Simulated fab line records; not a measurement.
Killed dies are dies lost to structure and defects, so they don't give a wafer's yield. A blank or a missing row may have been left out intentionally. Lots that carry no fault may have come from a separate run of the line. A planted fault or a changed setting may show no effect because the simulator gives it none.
Which tool was responsible? | flow rit cmos | 15 lots, 45 wafers sampled, at 4 steps of a route of 202

WHAT EACH GAUGE READ, for each wafer
RIT_FOX2_THK_MEAS_01. Usual: FOX2_OXIDE_THK typically reads 358 nm, with standard deviation 6.3.
lot  | measured    | on            | FOX2_OXIDE_THK (nm) | flag
L344 | day 1 18:29 | film metro-01 | 358 352 358         |
L345 | day 1 23:44 | film metro-01 | 357 358 355         |
L346 | day 2 06:02 | film metro-01 | 363 362 361         |
L347 | day 2 09:44 | film metro-04 | 359 358 359         |
L348 | day 2 14:37 | film metro-01 | 356 357 364         |
L349 | day 2 19:30 | film metro-02 | 356 357 356         |
L352 | day 3 10:43 | film metro-04 | 371 361 359         |
L353 | day 3 15:28 | film metro-01 | 370 371 375         |
L356 | day 4 07:34 | film metro-01 | 368 368 360         |
L357 | day 4 13:57 | film metro-01 | 543 536 547         | OFF
L358 | day 4 19:22 | film metro-04 | 546 545 538         | OFF
L360 | day 5 09:56 | film metro-01 | 530 523 524         | OFF
L364 | day 6 00:21 | film metro-04 | 352 354 354         |
L365 | day 6 04:53 | film metro-02 | 348 350 349         |
L366 | day 6 08:36 | film metro-02 | 355 352 352         |

RIT_FOX2_THK_MEAS_90. Usual: FIELD_OXIDE_LEFT_1_THK typically reads 331 nm, with standard deviation 6.4.
lot  | measured    | on            | FIELD_OXIDE_LEFT_1_THK (nm) | flag
L344 | day 1 19:23 | film metro-04 | 331 324 331                 |
L345 | day 2 01:23 | film metro-01 | 331 331 327                 |
L346 | day 2 07:41 | film metro-01 | 336 335 334                 |
L347 | day 2 11:22 | film metro-01 | 332 331 332                 |
L348 | day 2 15:34 | film metro-01 | 328 330 336                 |
L349 | day 2 20:23 | film metro-04 | 328 329 328                 |
L352 | day 3 11:35 | film metro-02 | 343 333 331                 |
L353 | day 3 17:14 | film metro-04 | 342 344 348                 |
L356 | day 4 09:21 | film metro-01 | 341 341 334                 |
L357 | day 4 15:50 | film metro-04 | 516 509 520                 | OFF
L358 | day 4 20:14 | film metro-04 | 519 518 512                 | OFF
L360 | day 5 11:01 | film metro-04 | 503 497 497                 | OFF
L364 | day 6 01:59 | film metro-01 | 325 327 327                 |
L365 | day 6 05:46 | film metro-04 | 320 322 321                 |
L366 | day 6 09:32 | film metro-04 | 327 325 324                 |

RIT_FOX2_THK_MEAS_91. Usual: FIELD_OXIDE_LEFT_2_THK typically reads 263 nm, with standard deviation 6.2.
lot  | measured    | on            | FIELD_OXIDE_LEFT_2_THK (nm) | flag
L344 | day 2 08:16 | film metro-02 | 263 257 264                 |
L345 | day 2 13:52 | film metro-01 | 262 262 259                 |
L346 | day 2 20:09 | film metro-01 | 269 268 267                 |
L347 | day 3 00:08 | film metro-01 | 264 263 264                 |
L348 | day 3 04:13 | film metro-04 | 259 260 267                 |
L349 | day 3 09:12 | film metro-02 | 261 262 261                 |
L352 | day 4 02:17 | film metro-01 | 275 266 264                 |
L353 | day 4 05:37 | film metro-01 | 274 274 280                 |
L356 | day 4 21:32 | film metro-01 | 273 272 265                 |
L357 | day 5 05:17 | film metro-01 | 448 441 452                 | OFF
L358 | day 5 10:51 | film metro-02 | 451 450 444                 | OFF
L360 | day 6 00:35 | film metro-02 | 435 429 429                 | OFF
L364 | day 6 14:49 | film metro-01 | 257 259 258                 |
L365 | day 6 18:41 | film metro-04 | 253 254 253                 |
L366 | day 6 22:13 | film metro-01 | 260 257 257                 |

WHAT TOOL EACH LOT RAN ON (gives the tool, then ch and the chambers of the sampled wafers, and finally the start)
lot  | RIT_FOX2_OXIDATION_00
L344 | furnace-02 ch 0, day 1 17:11
L345 | furnace-02 ch 0, day 1 22:25
L346 | furnace-04 ch 0, day 2 04:44
L347 | furnace-02 ch 0, day 2 08:25
L348 | furnace-02 ch 0, day 2 13:18
L349 | furnace-02 ch 0, day 2 18:11
L352 | furnace-02 ch 0, day 3 09:23
L353 | furnace-02 ch 0, day 3 14:09
L356 | furnace-02 ch 0, day 4 06:16
L357 | furnace-01 ch 0, day 4 10:43 and furnace-02 ch 0, day 4 12:38
L358 | furnace-02 ch 0, day 4 15:37
L360 | furnace-02 ch 0, day 5 05:18
L364 | furnace-04 ch 0, day 5 23:02
L365 | furnace-04 ch 0, day 6 03:32
L366 | furnace-04 ch 0, day 6 07:16
- RIT_FOX2_OXIDATION_00: target thk 350.7 nm, ox time 1130 s.

WHAT THE TOOLS THEMSELVES READ (means of the sampled wafers that have a number; where no wafer has one, the mark that the record gives instead)
RIT_FOX2_OXIDATION_00. Usual: tube_center_temp_C_max reads 1102.9 (standard deviation 0.48).
lot  | tool                  | tube_center_temp_C_max | flag
L344 | furnace-02            | 1102.8                 |
L345 | furnace-02            | 1103.0                 |
L346 | furnace-04            | 1102.6                 |
L347 | furnace-02            | 1102.8                 |
L348 | furnace-02            | 1102.9                 |
L349 | furnace-02            | 1103.1                 |
L352 | furnace-02            | 1102.8                 |
L353 | furnace-02            | 1102.6                 |
L356 | furnace-02            | 1102.9                 |
L357 | furnace-01/furnace-02 | 1103.1                 |
L358 | furnace-02            | 1103.0                 |
L360 | furnace-02            | 1102.9                 |
L364 | furnace-04            | 1103.1                 |
L365 | furnace-04            | 1102.8                 |
L366 | furnace-04            | 1103.0                 |

THE ANSWER, worked out from the rows above alone
Rule: take the mean of a lot's wafers that have a number; if it is more than 3 standard deviations from the usual mean, the lot is off. A lot without any number at a reading at which 4 lots or more have one is off too. All remaining lots with rows at the step are treated as sound. The gauges are gone through in route order, then the tools' own readings, and for those a lot's mean is taken as printed above. At the first step where some lot is off, the reading lying furthest off is the one used; lots without a number count as furthest.
Off: L357, L358, L360, seen at RIT_FOX2_THK_MEAS_01 (FOX2_OXIDE_THK).
A tool fits if, at a process step before that reading, it ran every lot that is off, and no sound lot after the first of them. Gauges at RIT_FOX2_THK_MEAS_01: tried the same way as those tools. One candidate fits, namely furnace-02 at RIT_FOX2_OXIDATION_00. A fault onset in the window from L356 (day 4 06:16, its last sound lot) to L357 (day 4 12:38, its first lot off) fits.

WHAT THE SIMULATOR HAD PUT IN
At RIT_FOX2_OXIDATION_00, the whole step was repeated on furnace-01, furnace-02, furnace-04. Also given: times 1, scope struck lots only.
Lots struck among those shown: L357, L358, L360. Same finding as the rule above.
